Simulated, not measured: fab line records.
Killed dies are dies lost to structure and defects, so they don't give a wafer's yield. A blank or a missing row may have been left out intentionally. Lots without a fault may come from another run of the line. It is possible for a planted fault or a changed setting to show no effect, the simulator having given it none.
fab line records	flow rit_cmos
record lots=7	wafers=21	last_day=7
route steps=202 shown NSD@133 PSD@142 M1@202
lots that met no fault: from a run of the same line without faults
start_h: hours from the record's opening day to when the first of the lot's shown wafers began	wait_h: time in hours since the lot's previous step	" the same as in the row above	L1.1+2: a single row standing in for several wafers	- no value, or no start was given	* or withheld: withheld	< > ~ a bound
route shown NAME@n: names a module that has steps shown in the file, with the first one's number in the route	usual: the fault-free wafers' mean and standard deviation	same: alike in all rows	chamber/n: place in a boat	sites: per-site readings	_std_site: their standard deviation	_edge_site: the outer-site mean with the inner-site mean subtracted	radius_mm: how far each site lies from the wafer's centre	mask NAME#n: copy n	behind: tool/chamber where the wafer was last shaped	hold: what put the lot on hold/how long, in hours/how the hold closed	device: transistor that didn't switch, given as n, p or np	end of line: tests run on the same wafers once the route is complete	step lacking rows: just its recipe	killed: dies lost to structure and defects at the first sort, not the wafer's yield	map: a wafer's dies, marking killed ones x, the rest . and places with no die _
set.NAME: setting as actually run; set.NAME@STEP: the setting as run at that earlier step	model.NAME: the simulator's own value behind a step, which no gauge read
lots seen at some steps along the route; tables by step, rows by wafer
services: when a tool's chamber went out of use (start_h, in hours from the record's first day, below 0 if earlier), for how many hours, and the reason
## steps
# step RIT_NSD_SOFTBAKE_02
# recipe resist=NOVOLAK	temp_c=90	time_s=60
# step RIT_NSD_EXPOSE_03
# recipe mask_id=M9	na=0.57	target_cd_nm=40700	dose_mj=250
# step RIT_NSD_PEB_04
# recipe resist=NOVOLAK	temp_c=withheld	time_s=withheld
# step RIT_NSD_DEVELOP_05
# recipe resist=NOVOLAK	develop_time_s=50	dev_temp_c=23
# step RIT_NSD_OVL_MEAS_06
# usual NSD_OVL=0.1/1.5
lot.wafer	tool	chamber	start_h	wait_h	NSD_OVL[nm]
L387.1	overlay-01	-	72.30	-	-0.7
L387.4	"	-	"	"	-0.1
L387.5	"	-	"	"	0.1
L389.1	overlay-02	-	90.20	-	-0.6
L389.2	"	-	"	"	0.0
L389.5	"	-	"	"	0.0
L401.1	overlay-01	-	140.35	-	1.8
L401.2	"	-	"	"	0.9
L401.6	"	-	"	"	-0.2
L402.1	overlay-02	-	144.51	-	1.9
L402.4	"	-	"	"	2.1
L402.5	"	-	"	"	2.8
L403.2	overlay-02	-	144.80	-	-1.6
L403.3	"	-	"	"	0.7
L403.5	"	-	"	"	0.3
L405.1	overlay-01	-	152.86	-	2.0
L405.2	"	-	"	"	2.6
L405.6	"	-	"	"	1.2
L409.4	overlay-01	-	167.60	-	1.2
L409.5	"	-	"	"	1.6
L409.6	"	-	"	"	1.7
# step RIT_NSD_HARDBAKE_07
# recipe resist=NOVOLAK	temp_c=140	time_s=60
# step RIT_NSD_IMPLANT_08
# recipe species=P	energy_kev=25	dose_cm2=1e+15	tilt_deg=7
# step RIT_NSD_STRIP_09
# recipe chemistry=O2	time_s=180	resist=NOVOLAK	platen_temp_c=withheld	power_w=500	pressure_mtorr=4000	o2_flow_sccm=4000
# usual chamber_pressure_mTorr=4000/4.1	drypump_motor_current_A=5.7/0.35
lot.wafer	tool	chamber	start_h	wait_h	chamber_pressure_mTorr	drypump_motor_current_A	rf_hours_counter_h
L387.1	plasma_asher-03	1	72.63	0.1	4000	5.5	35
L387.4	"	1	"	"	4005	5.5	-
L387.5	"	0	"	"	4005	5.7	-
L389.1	plasma_asher-03	1	90.54	0.1	4003	5.5	37
L389.2	"	0	"	"	3999	5.6	37
L389.5	"	0	"	"	3995	5.7	-
L401.1	plasma_asher-03	0	140.71	0.1	4001	5.7	43
L401.2	"	1	"	"	3996	5.6	43
L401.6	"	0	"	"	4000	5.7	-
L402.1	plasma_asher-03	0	144.97	0.1	4004	5.6	44
L402.4	"	0	"	"	3998	5.7	-
L402.5	"	0	"	"	4006	5.7	-
L403.2	plasma_asher-02	1	145.13	0.1	4000	6.5	4
L403.3	"	0	"	"	3999	5.5	-
L403.5	"	0	"	"	4000	5.5	-
L405.1	plasma_asher-04	1	153.32	0.1	3998	5.7	52
L405.2	"	0	"	"	4004	5.4	52
L405.6	"	0	"	"	4006	5.4	-
L409.4	plasma_asher-02	0	167.98	0.1	4004	5.5	-
L409.5	"	1	"	"	4001	6.5	-
L409.6	"	0	"	"	4003	5.5	-
# step RIT_NSD_TW_MEAS_10
# usual NSD_TW=3136/15
lot.wafer	tool	chamber	start_h	wait_h	NSD_TW
L387.1	film_metro-02	-	72.81	0.1	3156
L387.4	"	-	"	"	3146
L387.5	"	-	"	"	3156
L389.1	film_metro-03	-	90.71	0.1	3135
L389.2	"	-	"	"	3116
L389.5	"	-	"	"	3125
L401.1	film_metro-01	-	140.89	0.1	3160
L401.2	"	-	"	"	3145
L401.6	"	-	"	"	3146
L402.1	film_metro-01	-	145.15	0.1	3132
L402.4	"	-	"	"	3126
L402.5	"	-	"	"	3117
L403.2	film_metro-03	-	145.31	0.1	3150
L403.3	"	-	"	"	3169
L403.5	"	-	"	"	3173
L405.1	film_metro-02	-	153.49	0.1	3139
L405.2	"	-	"	"	3143
L405.6	"	-	"	"	3130
L409.4	film_metro-01	-	168.12	0.1	3126
L409.5	"	-	"	"	3142
L409.6	"	-	"	"	3135
# step RIT_PSD_HMDS_00
# recipe prime_time_s=60	prime_temp_c=140
# step RIT_PSD_COAT_01
# recipe resist=NOVOLAK	spin_rpm=3250	resist_thk_nm=1000
# step RIT_PSD_SOFTBAKE_02
# recipe resist=NOVOLAK	temp_c=90	time_s=60
# step RIT_PSD_EXPOSE_03
# recipe mask_id=M10	na=0.57	target_cd_nm=40900	dose_mj=250
lot.wafer	tool	chamber	start_h	wait_h	mask	model.PSD.overlay_x_nm
L387.1+4+5	iline_stepper-01	0	73.32	0.1	M10#0	-0.9792
L389.1+2+5	iline_stepper-02	0	91.42	0.3	M10#0	-0.874
L401.1+2+6	iline_stepper-02	0	141.40	0.1	M10#0	3106
L402.1+4+5	iline_stepper-02	0	145.67	0.1	M10#0	3108
L403.2+3+5	iline_stepper-02	0	146.14	0.1	M10#0	3108
L405.1+2+6	iline_stepper-01	0	154.19	0.2	M10#0	-0.7245
L409.4+5+6	iline_stepper-01	0	168.66	0.1	M10#0	0.8059
# step RIT_PSD_PEB_04
# recipe resist=NOVOLAK	temp_c=withheld	time_s=withheld
# step RIT_PSD_DEVELOP_05
# recipe resist=NOVOLAK	develop_time_s=50	dev_temp_c=23
# step RIT_PSD_OVL_MEAS_06
# usual PSD_OVL=-0.9/1.4
lot.wafer	tool	chamber	start_h	wait_h	PSD_OVL[nm]
L387.1	overlay-01	-	73.72	-	-1.3
L387.4	"	-	"	"	-3.7
L387.5	"	-	"	"	-0.7
L389.1	overlay-02	-	91.82	-	-0.4
L389.2	"	-	"	"	-1.2
L389.5	"	-	"	"	-0.7
L401.1	overlay-01	-	141.80	-	3105.1
L401.2	"	-	"	"	3106.6
L401.6	"	-	"	"	3105.5
L402.1	overlay-01	-	146.08	-	3106.9
L402.4	"	-	"	"	3108.3
L402.5	"	-	"	"	3107.1
L403.2	overlay-01	-	146.71	-	3107.4
L403.3	"	-	"	"	3107.4
L403.5	"	-	"	"	3107.7
L405.1	overlay-01	-	154.59	-	-2.4
L405.2	"	-	"	"	-2.7
L405.6	"	-	"	"	-3.3
L409.4	overlay-02	-	169.02	-	-0.6
L409.5	"	-	"	"	-0.7
L409.6	"	-	"	"	-0.1
# step RIT_PSD_HARDBAKE_07
# recipe resist=NOVOLAK	temp_c=140	time_s=60
# step RIT_M1_PROBE_99
# usual killed_at_contacts=0.1/0.25	killed_at_front_end=7/3.1	killed_dies=7/3.2	killed_on_rim=1.9/1.5	killed_open=3.3/2	killed_short=3.5/2
# same gross_dies=264	killed_at_M0_to_M3=0	killed_at_M4_up=0	killed_at_back_side=0	killed_at_other=0
lot.wafer	tool	chamber	start_h	wait_h	killed_at_contacts	killed_at_front_end	killed_dies	killed_on_rim	killed_open	killed_short	model.etest.pmos_0p15.short	model.etest.retro_edge_pmos.over_limit	model.etest.ring.no_ring	model.etest.ring.over_limit	model.etest.retro_edge_nmos.over_limit	model.etest.gate_end_array.over_limit	model.etest.nmos_narrow.short	model.etest.nmos_turned.short
L387.1	prober-02	-	81.95	0.1	0	6	6	1	2	4	0	0	0	0	0	0	0	0
L387.4	prober-02	-	82.10	0.2	0	9	9	1	4	5	0	0	0	0	0	0	0	0
L387.5	prober-02	-	82.15	0.2	0	3	3	0	1	2	0	0	0	0	0	0	0	0
L389.1	prober-01	-	100.32	0.1	0	11	11	1	4	7	0	0	0	0	0	0	0	0
L389.2	prober-01	-	100.37	0.1	0	8	8	1	4	4	0	0	0	0	0	0	0	0
L389.5	prober-01	-	100.52	0.2	0	4	4	2	3	1	0	0	0	0	0	0	0	0
L401.1	prober-02	-	150.66	0.1	0	219	219	60	5	4	1	1	1	1	1	1	1	1
L401.2	prober-02	-	150.71	0.1	0	224	224	58	1	5	1	1	1	1	1	1	1	1
L401.6	prober-02	-	150.91	0.2	0	225	225	62	3	3	1	1	1	1	1	1	1	1
L402.1	prober-01	-	154.73	0.1	0	220	220	61	2	4	1	1	1	1	1	1	1	1
L402.4	prober-01	-	154.88	0.2	0	211	211	58	3	2	1	1	1	1	1	1	1	1
L402.5	prober-01	-	154.93	0.2	0	224	224	58	2	5	1	1	1	1	1	1	1	1
L403.2	prober-02	-	156.28	0.1	0	228	228	59	4	7	1	1	1	1	1	1	1	1
L403.3	prober-02	-	156.33	0.2	0	209	209	60	3	5	1	1	1	1	1	1	1	1
L403.5	prober-02	-	156.43	0.2	0	215	215	58	2	8	1	1	1	1	1	1	1	1
L405.1	prober-02	-	163.41	0.1	0	3	3	0	1	2	0	0	0	0	0	0	0	0
L405.2	prober-02	-	163.46	0.1	0	4	4	3	1	3	0	0	0	0	0	0	0	0
L405.6	prober-02	-	163.66	0.2	0	5	5	2	2	3	0	0	0	0	0	0	0	0
L409.4	prober-02	-	177.66	0.2	0	15	15	6	7	8	0	0	0	0	0	0	0	0
L409.5	prober-02	-	177.71	0.2	0	16	16	4	7	9	0	0	0	0	0	0	0	0
L409.6	prober-02	-	177.76	0.2	1	8	9	6	6	3	0	0	0	0	0	0	0	0
# killed by level:class
L387.1 FOX2:geometric_particle:short=1 GATE:geometric_particle:open=1 GATE:geometric_particle:short=1 SPACER:geometric_particle:short=1 SILICIDE:geometric_particle:short=1 SILICIDE:geometric_particle:open=1
L387.4 GATE:geometric_particle:short=4 FOX1:geometric_particle:open=1 FOX2:geometric_particle:short=1 FOX2:geometric_particle:open=1 GATE:geometric_particle:open=1 REOX:geometric_particle:open=1
L387.5 GATE:geometric_particle:open=1 REOX:geometric_particle:short=1 SILICIDE:geometric_particle:short=1
L389.1 GATE:geometric_particle:open=4 GATE:geometric_particle:short=3 SPACER:geometric_particle:short=2 REOX:geometric_particle:short=1 SILICIDE:geometric_particle:short=1
L389.2 GATE:geometric_particle:short=2 SILICIDE:geometric_particle:open=2 GATE:geometric_particle:open=1 REOX:geometric_particle:short=1 SPACER:geometric_particle:short=1 SPACER:geometric_particle:open=1
L389.5 FOX1:geometric_particle:open=1 REOX:geometric_particle:open=1 REOX:geometric_particle:short=1 SPACER:geometric_particle:open=1
L401.1 PSD:overlay=210 GATE:geometric_particle:open=3 GATE:geometric_particle:short=3 SPACER:geometric_particle:open=2 SPACER:geometric_particle:short=1
L401.2 PSD:overlay=218 FOX1:geometric_particle:short=2 SPACER:geometric_particle:short=2 GATE:geometric_particle:short=1 GATE:geometric_particle:open=1
L401.6 PSD:overlay=219 GATE:geometric_particle:short=2 FOX1:geometric_particle:open=1 FOX2:geometric_particle:open=1 GATE:geometric_particle:open=1 SPACER:geometric_particle:short=1
L402.1 PSD:overlay=214 GATE:geometric_particle:short=2 GATE:geometric_particle:open=2 REOX:geometric_particle:short=1 FOX1:geometric_particle:short=1
L402.4 PSD:overlay=206 GATE:geometric_particle:open=2 FOX1:geometric_particle:short=1 REOX:geometric_particle:open=1 SILICIDE:geometric_particle:short=1
L402.5 PSD:overlay=217 GATE:geometric_particle:short=3 FOX1:geometric_particle:short=1 FOX2:geometric_particle:open=1 SPACER:geometric_particle:open=1 SPACER:geometric_particle:short=1
L403.2 PSD:overlay=217 GATE:geometric_particle:short=3 GATE:geometric_particle:open=2 REOX:geometric_particle:short=2 REOX:geometric_particle:open=2 FOX1:geometric_particle:short=1 FOX2:geometric_particle:short=1
L403.3 PSD:overlay=201 GATE:geometric_particle:short=3 FOX1:geometric_particle:short=1 FOX2:geometric_particle:open=1 GATE:geometric_particle:open=1 SPACER:geometric_particle:open=1 SPACER:geometric_particle:short=1
L403.5 PSD:overlay=205 GATE:geometric_particle:short=5 SILICIDE:geometric_particle:short=2 REOX:geometric_particle:open=1 REOX:geometric_particle:short=1 SILICIDE:geometric_particle:open=1
L405.1 FOX1:geometric_particle:short=1 GATE:geometric_particle:short=1 REOX:geometric_particle:open=1
L405.2 REOX:geometric_particle:short=2 GATE:geometric_particle:short=1 GATE:geometric_particle:open=1
L405.6 GATE:geometric_particle:short=2 FOX1:geometric_particle:open=1 GATE:geometric_particle:open=1 SPACER:geometric_particle:short=1
L409.4 GATE:geometric_particle:open=4 FOX2:geometric_particle:short=2 GATE:geometric_particle:short=2 SPACER:geometric_particle:open=2 SPACER:geometric_particle:short=2 FOX1:geometric_particle:short=1 REOX:geometric_particle:short=1 REOX:geometric_particle:open=1
L409.5 GATE:geometric_particle:short=4 FOX2:geometric_particle:open=2 GATE:geometric_particle:open=2 REOX:geometric_particle:open=2 REOX:geometric_particle:short=2 SPACER:geometric_particle:short=2 FOX1:geometric_particle:open=1 FOX2:geometric_particle:short=1
L409.6 GATE:geometric_particle:open=2 SPACER:geometric_particle:open=2 FOX1:geometric_particle:open=1 GATE:geometric_particle:short=1 SPACER:geometric_particle:short=1 SILICIDE:geometric_particle:open=1 CONTACT:geometric_particle:short=1
# map L401.6 (x killed, . not)
________.xxxxxx_______
_____xxxxxxx.xxxx.____
____xxxxxxxxx.xxxxx___
___xxx.xx.x.xx.xxxxx__
__xxxxxxxxxxxxx.x.xxx_
__xxx.xxxxxxxxxxxxxxx_
_xxxxxxxxxx.x...x..xxx
_xxxxx.xxxx.xxxxxxx.xx
_xxxxxxxxxxxxxxxx..xxx
_x.x.xxxxx.x.xxxxx.xxx
__xx.xx.xxxxxxxx.xxxx_
__xx.xxxxxxxxxxxxxxxx_
___xxxxxx.xxxxxxxxxx__
____xxxxxxxx.xxxx.x___
_____xxxxx.xxxxx.x____
________xxx.x.._______
# map L402.5 (x killed, . not)
________.x.xxxx_______
_____xxxxxx.xxxxxx____
____xxxx.xxxxxxxx.x___
___xxxxx.xxxxxxxxx.x__
__xxxxxxxx.xxxxxx...x_
__xx.xxxxxxxxxxxxxxxx_
_xxxxxxx..xx.xxxxxxxxx
_xxxxxxxxxxxxxxxxx.xxx
_xxx.xxx..x..xxxxxxxxx
_xxxxxxxxxxxxxxxx.x.xx
__xxxxxxxx.xxx.x.xxxx_
__.xxxxx..x.xxxxxxxxx_
___xxx.xxxxxx.xxxxxx__
____xxx.xxxxxxxxxx.___
_____xxx.x.xxx.xxx____
________.xxx.x._______
## services
tool	chamber	start_h	hours	kind
plasma_asher-03	-	67.92	3.8	repair
iline_stepper-01	-	69.13	1.7	pm
iline_stepper-01	-	76.64	28.9	pm
plasma_asher-02	-	108.75	9.0	pm
plasma_asher-02	0	108.75	9.0	vent_cycle
plasma_asher-02	1	108.75	9.0	vent_cycle
plasma_asher-02	0	117.75	-	clean
plasma_asher-02	1	117.75	-	clean
iline_stepper-02	-	122.96	8.9	pm
plasma_asher-03	-	130.17	3.4	repair
iline_stepper-02	-	131.85	1.7	pm
iline_stepper-01	-	159.31	3.5	repair
## key
first_sign step=RIT_PSD_OVL_MEAS_06	reading=PSD_OVL	direction=up	sigmas=99+	usual=-0.9	struck=3106.9
effect step=RIT_M1_PROBE_99	reading=killed_at_front_end	direction=up	sigmas=68	usual=7	struck=219
model_effect step=RIT_PSD_EXPOSE_03	value=PSD.overlay_x_nm	without=0.0226	struck=3107
model_effect step=RIT_M1_PROBE_99	value=etest.pmos_0p15.short	without=0	struck=1
more_kills_born_at RIT_PSD_EXPOSE_03@iline_stepper-02=1907
met_at RIT_PSD_EXPOSE_03
struck_wafers L401.1,L401.2,L401.6,L402.1,L402.4,L402.5,L403.2,L403.3,L403.5
tester_left_out L401,L402,L403
onset_between 91.42 141.40
fault kind=scanner_matching_overlay	tool=iline_stepper-02	chamber=-	onset_h=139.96	steps=RIT_PSD_EXPOSE_03	offset=3107.4
# tester_left_out: of these lots the tester's yield and bins aren't shown, on N5 and GAA mostly nor the transistor test; their killed dies are dies lost to structure and defects alone, not to doping, threshold or leakage, so they don't give the yield
